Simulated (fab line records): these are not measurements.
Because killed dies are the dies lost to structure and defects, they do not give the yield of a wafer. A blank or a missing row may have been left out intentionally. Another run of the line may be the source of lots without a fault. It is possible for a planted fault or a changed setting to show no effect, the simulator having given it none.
One fault seen from 2 desks    flow rit_cmos    every desk sees just its own numbers, and what lay behind them comes last

## FROM THE METROLOGY DESK
What the gauges read, lot by lot, whatever tool the lot ran on: means of the sampled wafers that have a number. Marked OUT: a lot whose mean sits more than 4 standard deviations from the usual mean, which makes it out of limits; the brackets give that distance.
Columns: A = cd_nm at RIT_ACTIVE_CD_MEAS_11, usual 1399.4 nm
lot   first seen here  A
L760  day 1 15:01      1399.5
L761  day 1 22:00      1396.0
L762  day 2 01:40      1401.0
L764  day 2 10:42      1399.3
L766  day 2 20:28      1401.6
L767  day 3 02:11      1400.6
L768  day 3 07:35      1398.6
L769  day 3 11:33      1400.1
L772  day 4 02:31      1403.0
L773  day 4 10:34      1400.5
L775  day 4 18:47      1398.9
L776  day 4 23:42      1386.8 (-6.3) OUT
L777  day 5 04:23      1382.7 (-8.3) OUT
L778  day 5 10:29      1386.1 (-6.6) OUT
L783  day 6 09:39      1398.9
This desk finds L776, L777, L778 out of limits, L776 being first, at day 4 23:42 (cd_nm at RIT_ACTIVE_CD_MEAS_11). In limits: L760, L761, L762, L764, L766, L767, L768, L769, L772, L773, L775, L783.

## THE TOOL OWNER'S DESK: litho_track-01
The tool's own readings at RIT_ACTIVE_COAT_06 (resist thk 1000 nm): means of the sampled wafers that have a number, for each lot that ran on this tool. Marked OUT: a lot whose mean sits more than 4 standard deviations from the usual mean, which makes it out of limits; the brackets give that distance.
Columns: A = spin_speed_rpm at RIT_ACTIVE_COAT_06, usual 3250.2 rpm
lot   first seen here  A
L764  day 2 09:46      3250.7
L769  day 3 10:51      3251.3
L773  day 4 09:45      3251.0
L776  day 4 22:53      4359.4 (+99 or more) OUT
L777  day 5 03:34      4356.2 (+99 or more) OUT
L778  day 5 09:40      4356.5 (+99 or more) OUT
This desk finds L776, L777, L778 out of limits, L776 being first, at day 4 22:53 (spin_speed_rpm at RIT_ACTIVE_COAT_06). In limits: L764, L769, L773.

## BROUGHT TOGETHER
The tool owner's desk could have raised an alarm at day 4 22:53, on L776, L777, L778.
L776, L777, L778 would have let the metrology desk raise an alarm at day 4 23:42.
All the named lots went through RIT_ACTIVE_COAT_06 on litho_track-01.

## WHAT THE SIMULATOR HAD PUT IN
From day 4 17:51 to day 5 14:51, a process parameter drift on litho_track-01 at RIT_ACTIVE_COAT_06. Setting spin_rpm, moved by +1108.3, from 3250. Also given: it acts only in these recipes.
Shown lots that were struck: L776, L777, L778.
Counting hours from when the fault started, the first reading out of limits came at 5 for the tool owner's desk and at 6 for the metrology desk.
